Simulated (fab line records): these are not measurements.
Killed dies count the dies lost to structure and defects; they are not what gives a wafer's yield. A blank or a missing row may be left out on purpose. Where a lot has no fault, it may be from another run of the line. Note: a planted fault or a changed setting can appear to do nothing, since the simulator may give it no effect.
Which tool was responsible? | flow berkeley cmos170 | 14 lots, 42 wafers sampled, at 5 steps of a route of 331

== WHAT EACH GAUGE READ, for each wafer ==
UCB170_NWELL_THK_MEAS_05.
lot  | measured    | on            | NWELL_NITRIDE_THK (nm)
L533 | day 3 01:16 | film metro-04 | 228.6 228.7 229.1
L534 | day 3 01:17 | film metro-02 | 222.3 222.1 221.5
L535 | day 3 01:16 | film metro-03 | 222.2 222.9 224.8
L536 | day 3 16:33 | film metro-03 | 224.4 224.8 225.2
L537 | day 3 16:37 | film metro-03 | 218.5 219.9 220.1
L538 | day 3 16:34 | film metro-02 | 225.5 224.5 224.6
L539 | day 4 02:30 | film metro-02 | 227.5 226.8 227.2
L541 | day 4 14:11 | film metro-03 | 221.6 222.4 220.7
L543 | day 4 19:13 | film metro-04 | 223.6 221.3 222.2
L551 | day 6 14:33 | film metro-04 | 228.4 226.4 226.6
L550 | day 6 14:33 | film metro-03 | 226.9 226.4 226.6
L552 | day 6 22:38 | film metro-03 | 224.1 224.7 223.8
L553 | day 6 22:38 | film metro-02 | 226.0 225.4 223.6
L554 | day 7 13:10 | film metro-04 | 226.1 227.9 229.1

UCB170_NWELL_OVL_MEAS_12.
lot  | measured    | on         | NWELL_OVL (nm)
L533 | day 3 02:55 | overlay-01 | -3 -6 -12
L534 | day 3 03:10 | overlay-02 | -3 4 3
L535 | day 3 02:40 | overlay-02 | -3 -2 -6
L536 | day 3 18:22 | overlay-01 | -2 -3 -4
L537 | day 3 18:38 | overlay-02 | -3 0 -6
L538 | day 3 18:06 | overlay-01 | -3 1 -1
L539 | day 4 03:32 | overlay-02 | -6 -4 0
L541 | day 4 15:36 | overlay-02 | -2 -3 2
L543 | day 4 20:24 | overlay-02 | 5 -3 0
L551 | day 6 16:41 | overlay-02 | 3 6 2
L550 | day 6 16:35 | overlay-01 | 1 -8 -1
L552 | day 7 00:25 | overlay-02 | 1 -9 -2
L553 | day 6 23:59 | overlay-01 | -5 -11 -2
L554 | day 7 14:19 | overlay-02 | -3 2 -4

UCB170_WELLDRIVE_THK_MEAS_02.
lot  | measured    | on            | WELLDRIVE_OXIDE_THK (nm)
L533 | day 4 10:59 | film metro-01 | 200 206 203
L534 | day 4 11:01 | film metro-03 | 201 202 202
L535 | day 4 10:59 | film metro-04 | 198 200 200
L536 | day 5 01:54 | film metro-03 | 199 200 200
L537 | day 5 01:54 | film metro-04 | 295 297 294
L538 | day 4 21:05 | film metro-03 | 194 199 196
L539 | day 5 15:16 | film metro-01 | 200 202 202
L541 | day 6 02:02 | film metro-01 | 200 201 199
L543 | day 6 06:00 | film metro-03 | 297 301 308
L551 | day 8 19:13 | film metro-01 | 199 197 196
L550 | day 8 19:13 | film metro-04 | 201 197 196
L552 | day 8 19:16 | film metro-04 | 206 202 202
L553 | day 8 19:13 | film metro-03 | 195 194 196
L554 | day 9 02:57 | film metro-01 | 207 204 202

== EACH LOT AND THE TOOL THAT RAN IT (in order: tool; ch and the chambers of the sampled wafers; start) ==
lot  | UCB170_ZERO_ETCH_06               | UCB170_WELLDRIVE_OXIDATION_01
L533 | rie diel-04 ch 0,3, day 2 08:29   | furnace-02 ch 0, day 4 07:29
L534 | rie diel-02 ch 1,2,3, day 2 13:13 | furnace-02 ch 0, day 4 07:29
L535 | rie diel-03 ch 1,2,3, day 2 13:27 | furnace-02 ch 0, day 4 07:29
L536 | rie diel-04 ch 0,2,3, day 3 02:48 | furnace-01 ch 0, day 4 22:24
L537 | rie diel-04 ch 0,2,3, day 3 04:14 | furnace-01 ch 0, day 4 17:34
L538 | rie diel-02 ch 0,1,2, day 3 04:30 | furnace-01 ch 0, day 4 17:34
L539 | rie diel-02 ch 0,1,2, day 3 13:00 | furnace-01 ch 0, day 5 11:46
L541 | rie diel-02 ch 0,1, day 4 02:16   | furnace-01 ch 0, day 5 22:31
L543 | rie diel-04 ch 0,1,3, day 4 06:32 | furnace-01 ch 0, day 5 22:31 and furnace-02 ch 0, day 6 02:30
L551 | rie diel-04 ch 0,3, day 5 23:23   | furnace-02 ch 0, day 8 15:42
L550 | rie diel-02 ch 0,1,2, day 5 23:37 | furnace-02 ch 0, day 8 15:42
L552 | rie diel-03 ch 0,2,3, day 6 12:23 | furnace-02 ch 0, day 8 15:42
L553 | rie diel-04 ch 1,2, day 6 12:40   | furnace-02 ch 0, day 8 15:42
L554 | rie diel-04 ch 0,1,2, day 6 16:52 | furnace-02 ch 0, day 8 23:27
- UCB170_ZERO_ETCH_06: etches SiO2 in CHF3/CF4/Ar, time 12 s.
- UCB170_WELLDRIVE_OXIDATION_01: target thk 199 nm, ox time 9000 s.

== WHAT THE TOOLS THEMSELVES READ (means of the sampled wafers that have a number; where no wafer has one, the mark that the record gives instead) ==
UCB170_ZERO_ETCH_06.
lot  | tool        | chamber pressure mTorr (mTorr) | drypump motor current A (A) | oes product au (a.u.) | throttle valve pct (%)
L533 | rie diel-04 | 99.99                          | 5.5                         | 0.617                 | 9.14
L534 | rie diel-02 | 99.97                          | 5.4                         | 0.618                 | 9.32
L535 | rie diel-03 | 100.01                         | 5.4                         | 0.612                 | 9.36
L536 | rie diel-04 | 100.02                         | 5.4                         | 0.618                 | 9.26
L537 | rie diel-04 | 100.01                         | 5.4                         | 0.622                 | 9.25
L538 | rie diel-02 | 100.08                         | 5.7                         | 0.613                 | 9.32
L539 | rie diel-02 | 99.96                          | 5.7                         | 0.614                 | 9.32
L541 | rie diel-02 | 99.96                          | 5.7                         | 0.616                 | 9.25
L543 | rie diel-04 | 100.06                         | 5.7                         | 0.625                 | 9.22
L551 | rie diel-04 | 100.01                         | 5.5                         | 0.614                 | 9.14
L550 | rie diel-02 | 100.00                         | 5.7                         | 0.613                 | 9.31
L552 | rie diel-03 | 100.00                         | 5.5                         | 0.614                 | 9.28
L553 | rie diel-04 | 99.95                          | 5.6                         | 0.618                 | 9.38
L554 | rie diel-04 | 100.06                         | 5.6                         | 0.628                 | 9.34

UCB170_WELLDRIVE_OXIDATION_01.
lot  | tool                  | spike tc centre C (C) | spike tc source C (C) | tube center temp C (C) | zone power centre pct (%)
L533 | furnace-02            | 1100.8                | 1124.1                | 1100                   | 49.1
L534 | furnace-02            | 1101.8                | 1124.4                | 1100                   | 49.4
L535 | furnace-02            | 1102.5                | 1124.4                | 1100                   | 49.2
L536 | furnace-01            | 1103.5                | 1126.0                | 1100                   | 49.5
L537 | furnace-01            | 1103.4                | 1126.2                | 1100                   | 49.5
L538 | furnace-01            | 1103.7                | 1126.4                | 1100                   | 49.3
L539 | furnace-01            | 1103.9                | 1125.8                | 1100                   | 49.0
L541 | furnace-01            | 1104.4                | 1126.2                | 1100                   | 49.2
L543 | furnace-01/furnace-02 | 1102.8                | 1125.5                | 1100                   | 49.2
L551 | furnace-02            | 1101.0                | 1124.9                | 1100                   | 49.5
L550 | furnace-02            | 1101.5                | 1125.4                | 1100                   | 49.3
L552 | furnace-02            | 1100.8                | 1124.8                | 1100                   | 49.8
L553 | furnace-02            | 1102.4                | 1124.8                | 1100                   | 49.4
L554 | furnace-02            | 1101.3                | 1124.6                | 1100                   | 48.9

== THE ANSWER, worked out from the rows above alone ==
Rule: the lots themselves supply what counts as usual. Put in order of their means at a reading, lots are off if they are a third of the lots or fewer, leave a main group of 4 or more, and stand apart from it by a gap of 3 or more times the standard deviation of the main group's means; of several such gaps the widest counts. A main group is skipped when, at the precision printed for the reading in the tables above, its means are all equal. A lot without any number at a reading at which 4 lots or more have one is off too. Where the step has rows for the other lots, those lots are counted as sound. The gauges are gone through in route order, then the tools' own readings, and for those a lot's mean is taken as printed above. At the first step where some lot is off, the reading lying furthest off is the one used; lots without a number count as furthest.
Off: at UCB170_WELLDRIVE_THK_MEAS_02 (WELLDRIVE_OXIDE_THK), L537, L543. Mean 200 nm and standard deviation 2.8 in the main group.
If a tool, at a process step before that reading, ran all the lots that are off and no sound lot after the first of them, it fits. The gauges at UCB170_WELLDRIVE_THK_MEAS_02 are tried like those tools. Of those tried, none fits.

== WHAT THE SIMULATOR PUT IN ==
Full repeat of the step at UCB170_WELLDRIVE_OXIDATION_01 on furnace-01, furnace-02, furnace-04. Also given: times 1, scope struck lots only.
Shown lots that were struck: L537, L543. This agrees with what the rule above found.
